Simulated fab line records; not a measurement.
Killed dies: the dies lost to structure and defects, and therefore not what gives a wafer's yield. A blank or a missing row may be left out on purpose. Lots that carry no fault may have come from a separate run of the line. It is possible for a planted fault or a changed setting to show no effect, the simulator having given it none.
A struck lot beside a sound one ; flow rit cmos ; 15 steps out of a route of 202
Sound: wafers L385.1, L385.2, L385.4. Struck: wafer L391.2. (L391.1, L391.6 of the same lot were not struck and are left out.) The cause comes at the end.
For every step that has rows: the tool of each side, followed by ch and its chambers, followed by its first start. Under that, the readings that differ: sound wafers ; struck wafers ; difference of the means ; sigmas: that difference in standard deviations of wafers without a fault.
alike: readings whose means differ by less than 2 such deviations, and words and numbers that are the same on both sides. not compared: withheld readings, readings that some wafer has no value for, bounds like >300 that may hide the same value, and numbers for which the record gives no deviation and whose values overlap.
Wherever a step has rows on one side only, a row that says differs or no value, or a row with sigmas, the two part there. Numbers that have no deviation but don't overlap get no sigmas and don't part them. A reading missing from all wafers of one side parts the sides only when that side holds two or more wafers.

RIT_M1_SPUTTER_00: material Al, target thk 400 nm, time 500 s.
  sound on pvd sputter-01, day 4 14:19; struck on pvd sputter-03, day 5 21:39
  alike: throttle valve pct
RIT_M1_RS_MEAS_01: the measuring method here is four-point-probe.
  sound on film metro-04, day 4 14:37; struck on film metro-02, day 5 21:56
  alike: M1_AL_RS
RIT_M1_THK_MEAS_02: measures by xrf.
  sound on film metro-04, day 4 14:44; struck on film metro-02, day 5 22:04
  alike: M1_AL_THK
then, 6 steps without rows for these wafers: RIT_M1_HMDS_03 (prime time 60 s); RIT_M1_COAT_04 (resist thk 1300 nm); RIT_M1_SOFTBAKE_05 (time 60 s); RIT_M1_EXPOSE_06 (exposes mask M12, target cd 2600 nm); RIT_M1_PEB_07; RIT_M1_DEVELOP_08 (develop time 68 s).
RIT_M1_CD_MEAS_09 targets a cd of 2600 nm.
  sound on cd sem-02, day 4 15:40; struck on cd sem-02, day 5 23:08
  alike: cd nm
RIT_M1_OVL_MEAS_10:
  sound on overlay-01, day 4 15:47; struck on overlay-01, day 5 23:15
  alike: M1_OVL
then, 1 step without rows for these wafers: RIT_M1_HARDBAKE_11 (time 120 s).
RIT_M1_METAL_ETCH_12: etches Al in Cl2/BCl3, stops on SiO2, time 165 s, target depth 600 nm.
  sound on rie metal-03 ch 0,1, day 4 16:05; struck on rie metal-02 ch 1, day 5 23:32
reading;sound;struck;difference;sigmas
chamber pressure mTorr (mTorr);99.94 99.95 99.86;79.89;-20.03;-99 or more
rf fwd power W (W);250.7 248.7 250.1;247.2;-2.6;-3
model.NOVOLAK_of_M1_COAT_04.thk nm (nm);802.8 794.5 802.5;826;+26;
  alike: bcl3 flow sccm, drypump motor current A, oes product au, throttle valve pct
  not compared: rf hours counter h
then, 1 step without rows for these wafers: RIT_M1_STRIP_13 (strips in nmp, time 600 s).
RIT_M1_PROBE_99:
  sound on prober-01, day 4 18:38; struck on prober-01, day 6 02:37
  alike: defect limited yield, killed at contacts, killed at front end, killed dies, killed open, killed short, sort_bin_3_pad_short, sort_bin_5_function, sort_bin_6_memory, sort n pass, sort yield pct

## WHERE THEY PART
At RIT_M1_METAL_ETCH_12 and nowhere else, as far as this record goes. Later steps at which nothing parts them and some readings are alike: RIT_M1_PROBE_99.

WHY: whatever the simulator had introduced
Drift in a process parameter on rie metal-02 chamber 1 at RIT_M1_METAL_ETCH_12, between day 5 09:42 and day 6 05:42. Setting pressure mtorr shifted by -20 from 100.
